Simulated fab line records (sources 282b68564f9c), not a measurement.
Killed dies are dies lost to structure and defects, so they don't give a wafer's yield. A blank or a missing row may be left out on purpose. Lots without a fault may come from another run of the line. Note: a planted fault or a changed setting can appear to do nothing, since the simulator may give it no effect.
fab line records    flow rit_cmos
[record] lots = 15  wafers = 45  last_day = 8
route steps=202 shown SPACER@130 NSD@141 PSD@150 SDANNEAL@156 M1@202
lots with no fault: from the same line, run without faults
start_h: the number of hours between the record's first day and the start of the first shown wafer of the lot    wait_h: time in hours since the lot's previous step    " as in the row above    L1.1+2: a single row standing in for several wafers    - value missing, or start not given    * or withheld: withheld    < > ~ a bound
route shown NAME@n: NAME is a module with steps in the file, n the number in the route of the first one    usual: mean and standard deviation over wafers with no fault    same: alike in all rows    chamber/n: place in a boat    sites: readings site by site    _std_site: their standard deviation    _edge_site: inner sites' mean taken away from outer sites' mean    radius_mm: how far each site lies from the wafer's centre    mask NAME#n: copy n    behind: the most recent tool/chamber to have shaped the wafer    hold: the reason the lot was held/the length of the hold in hours/how it ended    device: names the non-switching transistor (n, p or np)    end of line: tests run on the same wafers once the route is complete    step lacking rows: just its recipe    killed: at the first sort, the dies lost to defects and structure; wafer yield is something else    map: a wafer's dies, x killed, . not, _ none there
set.NAME: setting as actually run; set.NAME@STEP: the setting as run at that earlier step    model.NAME: the simulator's own value behind a step, which no gauge read
route steps across a sampled set of lots; one table per step, one row per wafer
services: a tool's chamber out of use, with start hour (start_h, from the record's first day; less than 0 if before it), hours out, and reason
[[steps]]
[step RIT_SPACER_ETCHBACK_05]
[recipe] target_depth_a = 2500  SF6_flow_sccm = 30  CHF3_flow_sccm = 30  target = Si3N4  chemistry = SF6/CHF3  pressure_mtorr = 40  rf_w = 250  time_s = 240  stop_on = SiO2
[usual] CHF3_flow_sccm = 29.99/0.088  drypump_motor_current_A = 5.9/0.49  oes_product_au = 0.844/0.016  throttle_valve_pct = 10.21/0.093
lot.wafer  tool         chamber  start_h  wait_h  CHF3_flow_sccm  drypump_motor_current_A  oes_product_au  rf_hours_counter_h  throttle_valve_pct
L984.1     rie_diel-04  1        49.68    0.1     30.28           5.6                      0.851           1                   10.09
L984.3     "            0        "        "       30.05           5.1                      0.821           103                 10.22
L984.4     "            3        "        "       30.00           6.6                      0.863           119                 10.20
L985.2     rie_diel-03  2        52.48    0.0     29.95           6.0                      0.858           140                 10.11
L985.3     "            3        "        "       30.13           5.6                      0.835           31                  10.27
L985.4     "            1        "        "       29.90           6.1                      0.864           -                   9.99
L991.2     rie_diel-02  3        82.40    0.0     29.90           5.8                      0.865           6                   10.28
L991.4     "            1        "        "       30.04           5.4                      0.836           84                  10.29
L991.6     "            1        "        "       29.97           5.5                      0.845           -                   10.28
L992.2     rie_diel-04  2        90.10    0.0     29.93           6.3                      0.863           105                 10.34
L992.3     "            3        "        "       30.09           6.6                      0.862           120                 10.22
L992.6     "            0        "        "       30.02           5.1                      0.823           -                   10.21
L994.1     rie_diel-02  2        98.20    0.1     29.84           5.6                      0.816           35                  10.26
L994.4     "            3        "        "       29.89           5.8                      0.848           6                   10.28
L994.5     "            2        "        "       29.91           5.6                      0.819           -                   10.25
L998.1     rie_diel-02  0        117.12   0.1     30.12           6.5                      0.839           128                 10.20
L998.4     "            3        "        "       29.95           5.8                      0.857           7                   10.27
L998.6     "            1        "        "       29.80           5.4                      0.835           -                   10.27
L999.2     rie_diel-02  0        123.04   0.0     30.00           6.5                      0.827           129                 10.21
L999.4     "            2        "        "       29.93           5.6                      0.826           35                  10.25
L999.5     "            3        "        "       29.96           5.8                      0.851           -                   10.26
L100.1     rie_diel-02  0        128.21   0.1     30.00           6.5                      0.837           129                 10.21
L100.5     "            3        "        "       29.94           5.8                      0.841           -                   10.26
L100.6     "            0        "        "       29.92           6.5                      0.835           -                   10.20
L101.1     rie_diel-03  1        132.43   0.1     29.90           6.1                      0.848           113                 9.98
L101.5     "            2        "        "       30.17           6.0                      0.847           -                   10.09
L101.6     "            1        "        "       30.07           6.1                      0.860           -                   10.01
L102.2     rie_diel-02  1        142.25   0.0     30.08           5.4                      0.831           86                  10.29
L102.4     "            3        "        "       29.94           5.8                      0.843           -                   10.27
L102.6     "            1        "        "       30.03           5.4                      0.823           -                   10.30
L103.2     rie_diel-04  0        149.92   0.0     29.92           5.2                      0.817           105                 10.19
L103.4     "            2        "        "       29.83           6.3                      0.856           106                 10.35
L103.6     "            2        "        "       29.88           6.3                      0.857           -                   10.35
L104.3     rie_diel-03  3        155.83   0.0     30.15           5.5                      0.840           34                  10.28
L104.4     "            1        "        "       29.97           6.2                      0.865           113                 10.00
L104.5     "            1        "        "       29.92           6.2                      0.861           -                   10.00
L105.2     rie_diel-02  2        157.40   0.0     30.03           5.6                      0.830           36                  10.26
L105.3     "            1        "        "       29.95           5.4                      0.832           86                  10.30
L105.4     "            1        "        "       29.95           5.4                      0.834           -                   10.29
L106.1     rie_diel-04  3        165.57   0.1     29.90           6.7                      0.872           121                 10.23
L106.5     "            3        "        "       29.92           6.7                      0.854           -                   10.23
L106.6     "            0        "        "       29.99           5.1                      0.825           -                   10.21
L107.1     rie_diel-04  2        177.54   0.1     30.06           6.3                      0.863           106                 10.35
L107.4     "            0        "        "       30.09           5.1                      0.827           105                 10.20
L107.6     "            3        "        "       30.01           6.7                      0.864           -                   10.21
[step RIT_NSD_TW_MEAS_10]
[usual] NSD_TW = 3139/26
lot.wafer  tool           chamber  start_h  wait_h  NSD_TW
L984.1     film_metro-04  -        51.19    0.1     3151
L984.3     "              -        "        "       3136
L984.4     "              -        "        "       3138
L985.2     film_metro-04  -        54.21    0.1     3127
L985.3     "              -        "        "       3123
L985.4     "              -        "        "       3128
L991.2     film_metro-01  -        83.92    0.1     3123
L991.4     "              -        "        "       3091
L991.6     "              -        "        "       3120
L992.2     film_metro-04  -        91.64    0.1     3121
L992.3     "              -        "        "       3143
L992.6     "              -        "        "       3130
L994.1     film_metro-04  -        99.85    0.1     3123
L994.4     "              -        "        "       3130
L994.5     "              -        "        "       3116
L998.1     film_metro-02  -        118.75   0.1     3158
L998.4     "              -        "        "       3142
L998.6     "              -        "        "       3157
L999.2     film_metro-02  -        124.57   0.1     3177
L999.4     "              -        "        "       3164
L999.5     "              -        "        "       3171
L100.1     film_metro-04  -        129.84   0.1     3139
L100.5     "              -        "        "       3141
L100.6     "              -        "        "       3129
L101.1     film_metro-04  -        134.16   0.1     3135
L101.5     "              -        "        "       3136
L101.6     "              -        "        "       3118
L102.2     film_metro-02  -        143.77   0.1     3163
L102.4     "              -        "        "       3172
L102.6     "              -        "        "       3173
L103.2     film_metro-02  -        151.74   0.1     3182
L103.4     "              -        "        "       3176
L103.6     "              -        "        "       3182
L104.3     film_metro-02  -        157.36   0.1     3185
L104.4     "              -        "        "       3183
L104.5     "              -        "        "       3190
L105.2     film_metro-02  -        158.96   0.1     3165
L105.3     "              -        "        "       3179
L105.4     "              -        "        "       3196
L106.1     film_metro-02  -        167.20   0.1     3156
L106.5     "              -        "        "       3176
L106.6     "              -        "        "       3169
L107.1     film_metro-01  -        179.17   0.1     3118
L107.4     "              -        "        "       3106
L107.6     "              -        "        "       3109
[step RIT_PSD_IMPLANT_08]
[recipe] species = BF2  energy_kev = 27  dose_cm2 = 5e+15  tilt_deg = 6.82
[usual] beam_energy_keV = 27.000/0.0074  beam_on_s = 11.3/1.4
lot.wafer  tool          chamber  start_h  wait_h  beam_energy_keV  beam_on_s
L984.1     implanter-01  0        52.29    0.1     26.996           11.2
L984.3     "             0        "        "       26.992           10.9
L984.4     "             0        "        "       26.998           11.7
L985.2     implanter-04  0        55.32    0.1     27.002           9.9
L985.3     "             0        "        "       27.004           10.1
L985.4     "             0        "        "       26.998           9.9
L991.2     implanter-02  0        85.49    0.2     18.895           13.0
L991.4     "             0        "        "       18.892           13.8
L991.6     "             0        "        "       18.887           13.5
L992.2     implanter-02  0        92.88    0.1     18.896           13.3
L992.3     "             0        "        "       18.901           13.3
L992.6     "             0        "        "       18.893           13.7
L994.1     implanter-02  0        100.96   0.1     18.896           13.6
L994.4     "             0        "        "       18.902           13.4
L994.5     "             0        "        "       18.895           13.3
L998.1     implanter-01  0        119.85   0.1     26.986           11.5
L998.4     "             0        "        "       26.988           11.2
L998.6     "             0        "        "       26.995           11.4
L999.2     implanter-04  0        125.80   0.1     26.984           9.7
L999.4     "             0        "        "       27.003           10.4
L999.5     "             0        "        "       26.994           9.6
L100.1     implanter-04  0        131.07   0.1     27.007           10.0
L100.5     "             0        "        "       27.002           10.1
L100.6     "             0        "        "       27.012           9.9
L101.1     implanter-04  0        135.44   0.1     26.998           9.6
L101.5     "             0        "        "       27.001           9.9
L101.6     "             0        "        "       27.002           10.2
L102.2     implanter-04  0        145.01   0.1     27.007           9.9
L102.4     "             0        "        "       27.002           9.7
L102.6     "             0        "        "       27.005           9.9
L103.2     implanter-01  0        152.85   0.1     26.996           11.1
L103.4     "             0        "        "       27.010           11.3
L103.6     "             0        "        "       27.002           11.1
L104.3     implanter-01  0        158.61   0.1     27.004           11.4
L104.4     "             0        "        "       26.999           11.4
L104.5     "             0        "        "       27.002           11.6
L105.2     implanter-01  0        160.07   0.1     27.010           11.3
L105.3     "             0        "        "       27.017           11.4
L105.4     "             0        "        "       27.007           11.2
L106.1     implanter-01  0        168.42   0.1     26.999           11.7
L106.5     "             0        "        "       27.007           11.2
L106.6     "             0        "        "       26.998           11.3
L107.1     implanter-01  0        180.39   0.1     26.992           11.4
L107.4     "             0        "        "       26.998           11.2
L107.6     "             0        "        "       26.992           10.9
[step RIT_PSD_TW_MEAS_10]
[usual] PSD_TW = 3434/23
lot.wafer  tool           chamber  start_h  wait_h  PSD_TW
L984.1     film_metro-02  -        52.61    0.1     3460
L984.3     "              -        "        "       3467
L984.4     "              -        "        "       3466
L985.2     film_metro-01  -        55.63    0.1     3398
L985.3     "              -        "        "       3401
L985.4     "              -        "        "       3404
L991.2     film_metro-04  -        85.80    0.1     3147
L991.4     "              -        "        "       3132
L991.6     "              -        "        "       3123
L992.2     film_metro-04  -        93.19    0.1     3120
L992.3     "              -        "        "       3124
L992.6     "              -        "        "       3117
L994.1     film_metro-01  -        101.28   0.1     3113
L994.4     "              -        "        "       3129
L994.5     "              -        "        "       3118
L998.1     film_metro-04  -        120.17   0.1     3437
L998.4     "              -        "        "       3439
L998.6     "              -        "        "       3436
L999.2     film_metro-02  -        126.11   0.1     3468
L999.4     "              -        "        "       3466
L999.5     "              -        "        "       3450
L100.1     film_metro-01  -        131.39   0.1     3458
L100.5     "              -        "        "       3456
L100.6     "              -        "        "       3451
L101.1     film_metro-01  -        135.77   0.1     3451
L101.5     "              -        "        "       3425
L101.6     "              -        "        "       3428
L102.2     film_metro-04  -        145.32   0.1     3436
L102.4     "              -        "        "       3418
L102.6     "              -        "        "       3420
L103.2     film_metro-01  -        153.16   0.1     3404
L103.4     "              -        "        "       3406
L103.6     "              -        "        "       3398
L104.3     film_metro-01  -        158.91   0.1     3403
L104.4     "              -        "        "       3418
L104.5     "              -        "        "       3405
L105.2     film_metro-02  -        160.38   0.1     3464
L105.3     "              -        "        "       3463
L105.4     "              -        "        "       3466
L106.1     film_metro-01  -        168.75   0.1     3387
L106.5     "              -        "        "       3384
L106.6     "              -        "        "       3396
L107.1     film_metro-01  -        180.72   0.1     3415
L107.4     "              -        "        "       3405
L107.6     "              -        "        "       3427
[step RIT_SDANNEAL_RTA_03]
[recipe] temp_c = 1050  time_s = 5  idle_temp_c = 600  ramp_up_c_per_s = 342  ramp_down_c_per_s = 171  cool_to_c = 600  ambient = N2
[usual] chamber_o2_ppm = 2.002/0.022  ramp_up_c_per_s = 342.00/0.065  wafer_temp_C_max = 1053.4/0.98
lot.wafer  tool           chamber  start_h  wait_h  chamber_o2_ppm  ramp_up_c_per_s  wafer_temp_C_max
L984.1     rtp_anneal-02  0        53.06    0.0     2.018           342.00           1051.9
L984.3     "              0        "        "       2.007           341.99           1054.8
L984.4     "              0        "        "       2.018           342.05           1054.1
L985.2     rtp_anneal-01  0        56.07    0.0     1.959           342.00           1053.4
L985.3     "              0        "        "       1.972           341.91           1053.8
L985.4     "              0        "        "       1.999           341.94           1054.4
L991.2     rtp_anneal-01  0        86.22    0.0     2.019           341.98           1053.1
L991.4     "              0        "        "       1.973           341.97           1052.2
L991.6     "              0        "        "       2.025           341.97           1052.3
L992.2     rtp_anneal-02  0        93.62    0.0     2.033           341.94           1055.5
L992.3     "              0        "        "       2.051           341.90           1053.2
L992.6     "              0        "        "       2.005           341.99           1054.6
L994.1     rtp_anneal-02  0        101.71   0.0     1.976           342.02           1052.4
L994.4     "              0        "        "       2.013           342.15           1052.6
L994.5     "              0        "        "       1.981           341.92           1053.2
L998.1     rtp_anneal-02  0        120.64   0.0     1.991           341.92           1053.2
L998.4     "              0        "        "       1.993           341.92           1052.1
L998.6     "              0        "        "       2.009           341.92           1051.9
L999.2     rtp_anneal-01  0        126.54   0.0     2.005           342.00           1053.1
L999.4     "              0        "        "       2.033           341.85           1055.1
L999.5     "              0        "        "       2.011           341.89           1054.0
L100.1     rtp_anneal-02  0        131.82   0.0     1.995           341.97           1053.6
L100.5     "              0        "        "       1.981           342.08           1054.2
L100.6     "              0        "        "       1.985           341.99           1053.8
L101.1     rtp_anneal-01  0        136.21   0.0     1.978           342.06           1052.5
L101.5     "              0        "        "       1.980           342.06           1052.7
L101.6     "              0        "        "       1.989           342.02           1053.6
L102.2     rtp_anneal-02  0        145.78   0.0     2.009           342.12           1054.4
L102.4     "              0        "        "       1.991           342.08           1051.8
L102.6     "              0        "        "       1.978           342.01           1053.7
L103.2     rtp_anneal-01  0        153.61   0.0     2.018           341.90           1053.1
L103.4     "              0        "        "       2.011           342.13           1053.0
L103.6     "              0        "        "       2.008           341.93           1053.0
L104.3     rtp_anneal-02  0        159.33   0.0     1.992           342.08           1054.5
L104.4     "              0        "        "       1.989           342.05           1052.9
L104.5     "              0        "        "       2.001           341.93           1053.8
L105.2     rtp_anneal-01  0        160.81   0.0     1.994           341.93           1054.6
L105.3     "              0        "        "       1.991           342.05           1053.3
L105.4     "              0        "        "       2.007           341.99           1053.7
L106.1     rtp_anneal-02  0        169.18   0.0     1.998           342.03           1053.3
L106.5     "              0        "        "       2.000           341.97           1053.0
L106.6     "              0        "        "       1.993           342.10           1051.3
L107.1     rtp_anneal-01  0        181.15   0.0     2.057           342.04           1052.3
L107.4     "              0        "        "       2.041           341.97           1053.2
L107.6     "              0        "        "       2.053           341.92           1053.5
[step RIT_SDANNEAL_RS_MEAS_04]
[recipe] thk_meas_gauge = four-point-probe
[usual] PSD_RS = 115.93/0.26
lot.wafer  tool           chamber  start_h  wait_h  PSD_RS[ohm/sq]
L984.1     film_metro-04  -        53.12    0.0     115.71
L984.3     "              -        "        "       115.46
L984.4     "              -        "        "       115.77
L985.2     film_metro-02  -        56.14    0.1     115.87
L985.3     "              -        "        "       115.91
L985.4     "              -        "        "       115.67
L991.2     film_metro-04  -        86.29    0.1     137.73
L991.4     "              -        "        "       137.44
L991.6     "              -        "        "       137.72
L992.2     film_metro-04  -        93.69    0.1     138.14
L992.3     "              -        "        "       137.82
L992.6     "              -        "        "       138.46
L994.1     film_metro-02  -        101.77   0.0     138.47
L994.4     "              -        "        "       138.95
L994.5     "              -        "        "       138.75
L998.1     film_metro-04  -        120.69   0.0     115.97
L998.4     "              -        "        "       115.91
L998.6     "              -        "        "       116.30
L999.2     film_metro-04  -        126.61   0.1     115.93
L999.4     "              -        "        "       116.11
L999.5     "              -        "        "       115.94
L100.1     film_metro-02  -        131.88   0.0     115.53
L100.5     "              -        "        "       115.68
L100.6     "              -        "        "       115.90
L101.1     film_metro-02  -        136.27   0.0     115.80
L101.5     "              -        "        "       115.38
L101.6     "              -        "        "       115.43
L102.2     film_metro-01  -        145.85   0.1     115.83
L102.4     "              -        "        "       115.67
L102.6     "              -        "        "       115.95
L103.2     film_metro-01  -        153.68   0.1     116.40
L103.4     "              -        "        "       115.86
L103.6     "              -        "        "       116.26
L104.3     film_metro-04  -        159.41   0.1     116.00
L104.4     "              -        "        "       116.19
L104.5     "              -        "        "       116.13
L105.2     film_metro-01  -        160.88   0.1     116.36
L105.3     "              -        "        "       116.02
L105.4     "              -        "        "       116.33
L106.1     film_metro-02  -        169.23   0.0     115.80
L106.5     "              -        "        "       115.96
L106.6     "              -        "        "       115.95
L107.1     film_metro-04  -        181.20   0.0     115.93
L107.4     "              -        "        "       115.96
L107.6     "              -        "        "       116.39
[step RIT_M1_PROBE_99]
[usual] killed_at_M0_to_M3 = 0.0/0.12  killed_at_contacts = 0.1/0.24  killed_at_front_end = 6.7/2.9  killed_dies = 6.8/2.9  killed_on_rim = 1.8/1.4  killed_open = 3.5/2  killed_short = 3.2/1.9
[same] gross_dies = 264  killed_at_M4_up = 0  killed_at_back_side = 0  killed_at_other = 0
lot.wafer  tool       chamber  start_h  wait_h  killed_at_M0_to_M3  killed_at_contacts  killed_at_front_end  killed_dies  killed_on_rim  killed_open  killed_short
L984.1     prober-01  -        60.71    0.1     0                   0                   6                    6            2              0            6
L984.3     prober-01  -        60.81    0.2     0                   1                   4                    5            0              3            2
L984.4     prober-01  -        60.86    0.2     0                   0                   1                    1            0              1            0
L985.2     prober-02  -        63.60    0.1     0                   0                   10                   10           2              2            8
L985.3     prober-02  -        63.65    0.2     0                   0                   11                   11           0              6            5
L985.4     prober-02  -        63.70    0.2     0                   0                   8                    8            1              3            5
L991.2     prober-02  -        93.88    0.1     0                   0                   11                   11           4              8            3
L991.4     prober-02  -        93.98    0.2     0                   0                   9                    9            3              4            5
L991.6     prober-02  -        94.08    0.2     0                   0                   10                   10           2              7            3
L992.2     prober-02  -        101.42   0.1     0                   0                   1                    1            1              1            0
L992.3     prober-02  -        101.47   0.2     0                   0                   6                    6            2              6            0
L992.6     prober-02  -        101.62   0.2     0                   0                   5                    5            1              3            2
L994.1     prober-01  -        109.12   0.1     0                   0                   10                   10           2              6            4
L994.4     prober-01  -        109.27   0.2     0                   0                   11                   11           2              4            7
L994.5     prober-01  -        109.32   0.2     0                   0                   6                    6            4              2            4
L998.1     prober-01  -        128.52   0.1     0                   0                   5                    5            4              3            2
L998.4     prober-01  -        128.67   0.2     0                   0                   6                    6            1              2            4
L998.6     prober-01  -        128.77   0.2     0                   0                   3                    3            2              0            3
L999.2     prober-02  -        134.05   0.1     0                   0                   2                    2            1              0            2
L999.4     prober-02  -        134.15   0.2     0                   0                   8                    8            4              4            4
L999.5     prober-02  -        134.20   0.2     0                   1                   3                    4            1              2            2
L100.1     prober-01  -        139.15   0.1     0                   0                   6                    6            1              2            4
L100.5     prober-01  -        139.35   0.2     1                   0                   7                    8            1              5            3
L100.6     prober-01  -        139.40   0.2     0                   0                   4                    4            0              4            0
L101.1     prober-02  -        143.67   0.1     0                   0                   3                    3            0              2            1
L101.5     prober-02  -        143.87   0.2     0                   0                   7                    7            1              4            3
L101.6     prober-02  -        143.92   0.2     0                   0                   5                    5            2              5            0
L102.2     prober-01  -        153.41   0.1     0                   0                   4                    4            0              2            2
L102.4     prober-01  -        153.51   0.2     0                   0                   12                   12           3              8            4
L102.6     prober-01  -        153.61   0.2     0                   0                   6                    6            3              3            3
L103.2     prober-02  -        161.18   0.1     0                   0                   6                    6            2              4            2
L103.4     prober-02  -        161.28   0.2     0                   0                   2                    2            0              0            2
L103.6     prober-02  -        161.38   0.2     0                   0                   7                    7            1              4            3
L104.3     prober-01  -        166.88   0.2     0                   0                   8                    8            3              5            3
L104.4     prober-01  -        166.93   0.2     0                   0                   4                    4            1              3            1
L104.5     prober-01  -        166.98   0.2     0                   0                   5                    5            3              1            3
L105.2     prober-02  -        168.33   0.1     0                   0                   10                   10           4              4            5
L105.3     prober-02  -        168.38   0.2     0                   0                   7                    7            4              2            5
L105.4     prober-02  -        168.43   0.2     0                   0                   8                    8            2              5            3
L106.1     prober-01  -        176.59   0.1     0                   0                   3                    3            1              1            2
L106.5     prober-01  -        176.79   0.2     0                   0                   3                    3            1              3            0
L106.6     prober-01  -        176.84   0.2     0                   0                   4                    4            3              3            1
L107.1     prober-02  -        188.69   0.1     0                   0                   5                    5            1              3            2
L107.4     prober-02  -        188.84   0.2     0                   0                   6                    6            2              5            1
L107.6     prober-02  -        188.94   0.2     0                   0                   9                    9            2              4            5
// killed by level:class
L984.1 GATE:geometric_particle:short=2 SILICIDE:geometric_particle:short=2 FOX1:geometric_particle:short=1 REOX:geometric_particle:short=1
L984.3 SILICIDE:geometric_particle:open=2 GATE:geometric_particle:short=1 GATE:geometric_particle:open=1 CONTACT:geometric_particle:short=1
L984.4 FOX1:geometric_particle:open=1
L985.2 GATE:geometric_particle:short=2 SPACER:geometric_particle:short=2 SILICIDE:geometric_particle:short=2 FOX1:geometric_particle:short=1 GATE:geometric_particle:open=1 REOX:geometric_particle:short=1 REOX:geometric_particle:open=1
L985.3 GATE:geometric_particle:open=3 GATE:geometric_particle:short=2 REOX:geometric_particle:short=2 FOX1:geometric_particle:open=1 REOX:geometric_particle:open=1 SPACER:geometric_particle:open=1 SPACER:geometric_particle:short=1
L985.4 REOX:geometric_particle:short=3 FOX2:geometric_particle:short=1 GATE:geometric_particle:short=1 REOX:geometric_particle:open=1 SPACER:geometric_particle:open=1 SILICIDE:geometric_particle:open=1
L991.2 SILICIDE:geometric_particle:open=4 SPACER:geometric_particle:open=2 FOX2:geometric_particle:short=1 GATE:geometric_particle:short=1 GATE:geometric_particle:open=1 REOX:geometric_particle:open=1 SPACER:geometric_particle:short=1
L991.4 GATE:geometric_particle:short=3 FOX2:geometric_particle:open=1 FOX2:geometric_particle:short=1 REOX:geometric_particle:open=1 SPACER:geometric_particle:open=1 SPACER:geometric_particle:short=1 SILICIDE:geometric_particle:open=1
L991.6 GATE:geometric_particle:open=2 SPACER:geometric_particle:open=2 SILICIDE:geometric_particle:open=2 FOX2:geometric_particle:short=1 REOX:geometric_particle:open=1 REOX:geometric_particle:short=1 SPACER:geometric_particle:short=1
L992.2 FOX2:geometric_particle:open=1
L992.3 FOX2:geometric_particle:open=3 SPACER:geometric_particle:open=2 GATE:geometric_particle:open=1
L992.6 SPACER:geometric_particle:open=2 GATE:geometric_particle:short=1 GATE:geometric_particle:open=1 SILICIDE:geometric_particle:short=1
L994.1 GATE:geometric_particle:open=3 GATE:geometric_particle:short=2 REOX:geometric_particle:open=2 FOX1:geometric_particle:short=1 FOX1:geometric_particle:open=1 SPACER:geometric_particle:short=1
L994.4 GATE:geometric_particle:short=4 SILICIDE:geometric_particle:short=2 FOX2:geometric_particle:open=1 GATE:geometric_particle:open=1 REOX:geometric_particle:short=1 SPACER:geometric_particle:open=1 SILICIDE:geometric_particle:open=1
L994.5 GATE:geometric_particle:short=2 FOX1:geometric_particle:open=1 GATE:geometric_particle:open=1 SPACER:geometric_particle:short=1 SILICIDE:geometric_particle:short=1
L998.1 SPACER:geometric_particle:open=3 GATE:geometric_particle:short=2
L998.4 FOX2:geometric_particle:short=1 FOX2:geometric_particle:open=1 REOX:geometric_particle:open=1 REOX:geometric_particle:short=1 SPACER:geometric_particle:short=1 SILICIDE:geometric_particle:short=1
L998.6 REOX:geometric_particle:short=2 GATE:geometric_particle:short=1
L999.2 REOX:geometric_particle:short=1 SILICIDE:geometric_particle:short=1
L999.4 REOX:geometric_particle:short=2 FOX1:geometric_particle:open=1 FOX1:geometric_particle:short=1 GATE:geometric_particle:open=1 SPACER:geometric_particle:open=1 SILICIDE:geometric_particle:short=1 SILICIDE:geometric_particle:open=1
L999.5 GATE:geometric_particle:short=1 GATE:geometric_particle:open=1 SILICIDE:geometric_particle:short=1 CONTACT:geometric_particle:open=1
L100.1 GATE:geometric_particle:open=2 GATE:geometric_particle:short=1 REOX:geometric_particle:short=1 SPACER:geometric_particle:short=1 SILICIDE:geometric_particle:short=1
L100.5 GATE:geometric_particle:open=2 SILICIDE:geometric_particle:short=2 FOX1:geometric_particle:open=1 FOX2:geometric_particle:open=1 SILICIDE:geometric_particle:open=1 M1:geometric_particle:short=1
L100.6 GATE:geometric_particle:open=2 FOX1:geometric_particle:open=1 SPACER:geometric_particle:open=1
L101.1 GATE:geometric_particle:short=1 GATE:geometric_particle:open=1 SPACER:geometric_particle:open=1
L101.5 FOX1:geometric_particle:open=3 GATE:geometric_particle:short=2 FOX2:geometric_particle:short=1 GATE:geometric_particle:open=1
L101.6 FOX1:geometric_particle:open=2 FOX2:geometric_particle:open=1 REOX:geometric_particle:open=1 SILICIDE:geometric_particle:open=1
L102.2 GATE:geometric_particle:open=2 SILICIDE:geometric_particle:short=2
L102.4 GATE:geometric_particle:open=4 FOX2:geometric_particle:open=2 FOX1:geometric_particle:short=1 FOX2:geometric_particle:short=1 REOX:geometric_particle:short=1 REOX:geometric_particle:open=1 SPACER:geometric_particle:short=1 SILICIDE:geometric_particle:open=1
L102.6 SPACER:geometric_particle:open=2 FOX1:geometric_particle:short=1 GATE:geometric_particle:open=1 GATE:geometric_particle:short=1 SPACER:geometric_particle:short=1
L103.2 GATE:geometric_particle:open=3 GATE:geometric_particle:short=1 REOX:geometric_particle:short=1 REOX:geometric_particle:open=1
L103.4 GATE:geometric_particle:short=1 SPACER:geometric_particle:short=1
L103.6 GATE:geometric_particle:open=3 GATE:geometric_particle:short=1 REOX:geometric_particle:short=1 SILICIDE:geometric_particle:short=1 SILICIDE:geometric_particle:open=1
L104.3 REOX:geometric_particle:open=2 SPACER:geometric_particle:open=2 SPACER:geometric_particle:short=2 GATE:geometric_particle:open=1 REOX:geometric_particle:short=1
L104.4 FOX1:geometric_particle:open=1 GATE:geometric_particle:open=1 GATE:geometric_particle:short=1 SILICIDE:geometric_particle:open=1
L104.5 FOX1:geometric_particle:short=2 GATE:geometric_particle:open=1 SILICIDE:geometric_particle:short=1 PLDD:coat_microbubble_printed=1
L105.2 SILICIDE:geometric_particle:short=3 SPACER:geometric_particle:open=2 FOX1:geometric_particle:open=1 GATE:geometric_particle:short=1 SPACER:geometric_particle:short=1 SILICIDE:geometric_particle:open=1 PLDD:coat_microbubble_printed=1
L105.3 SILICIDE:geometric_particle:short=3 REOX:geometric_particle:short=2 GATE:geometric_particle:open=1 SILICIDE:geometric_particle:open=1
L105.4 SPACER:geometric_particle:open=3 FOX1:geometric_particle:open=1 GATE:geometric_particle:short=1 FOX2:geometric_particle:short=1 REOX:geometric_particle:open=1 SILICIDE:geometric_particle:short=1
L106.1 GATE:geometric_particle:open=1 GATE:geometric_particle:short=1 SILICIDE:geometric_particle:short=1
L106.5 SILICIDE:geometric_particle:open=2 FOX2:geometric_particle:open=1
L106.6 FOX1:geometric_particle:open=1 GATE:geometric_particle:open=1 GATE:geometric_particle:short=1 REOX:geometric_particle:open=1
L107.1 FOX1:geometric_particle:open=2 FOX2:geometric_particle:open=1 FOX2:geometric_particle:short=1 GATE:geometric_particle:short=1
L107.4 GATE:geometric_particle:open=2 FOX2:geometric_particle:open=1 FOX2:geometric_particle:short=1 REOX:geometric_particle:open=1 SILICIDE:geometric_particle:open=1
L107.6 SPACER:geometric_particle:open=2 FOX1:geometric_particle:open=1 FOX1:geometric_particle:short=1 FOX2:geometric_particle:short=1 GATE:geometric_particle:short=1 GATE:geometric_particle:open=1 REOX:geometric_particle:short=1 SILICIDE:geometric_particle:short=1
[[services]]
tool          chamber  start_h  hours  kind
implanter-02  -        37.05    4.4    pm
implanter-04  -        40.06    2.4    repair
rie_diel-03   0        47.04    5.7    repair
rie_diel-02   1        52.51    3.5    repair
implanter-01  -        68.75    28.6   repair
rie_diel-03   3        76.50    8.4    repair
implanter-04  -        84.12    1.4    repair
rie_diel-02   1        123.41   11.2   repair
rie_diel-04   3        123.55   3.6    repair
implanter-02  -        134.82   3.3    repair
rie_diel-02   2        140.90   3.3    repair
rie_diel-02   3        156.87   7.2    repair
implanter-02  -        166.18   4.7    pm
implanter-02  -        180.13   3.9    pm
rie_diel-04   0        180.29   5.4    repair
[[key]]
[first_sign] step = RIT_PSD_IMPLANT_08  reading = beam_energy_keV  direction = down  sigmas = 99+  usual = 27.000  struck = 18.895
[effect] step = RIT_PSD_TW_MEAS_10  reading = PSD_TW  direction = down  sigmas = 13  usual = 3434  struck = 3125
[effect] step = RIT_SDANNEAL_RS_MEAS_04  reading = PSD_RS  direction = up  sigmas = 86  usual = 115.93  struck = 138.16
met_at RIT_PSD_IMPLANT_08
struck_lots L991,L992,L994
tester_left_out L991,L992,L994
not_acting_at RIT_SPACER_ETCHBACK_05,RIT_NSD_TW_MEAS_10,RIT_SDANNEAL_RTA_03
[fault] kind = process_parameter_drift  tool = implanter-02  chamber = -  onset_h = 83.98  steps = RIT_PSD_IMPLANT_08  channel = energy_kev  offset = -8.1  shape = step  end_h = 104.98  acts_in = these_recipes_only  stated = 27
// tester_left_out: of these lots the tester's yield and bins aren't shown, on N5 and GAA mostly nor the transistor test; their killed dies are dies lost to structure and defects alone, not to doping, threshold or leakage, so they don't give the yield
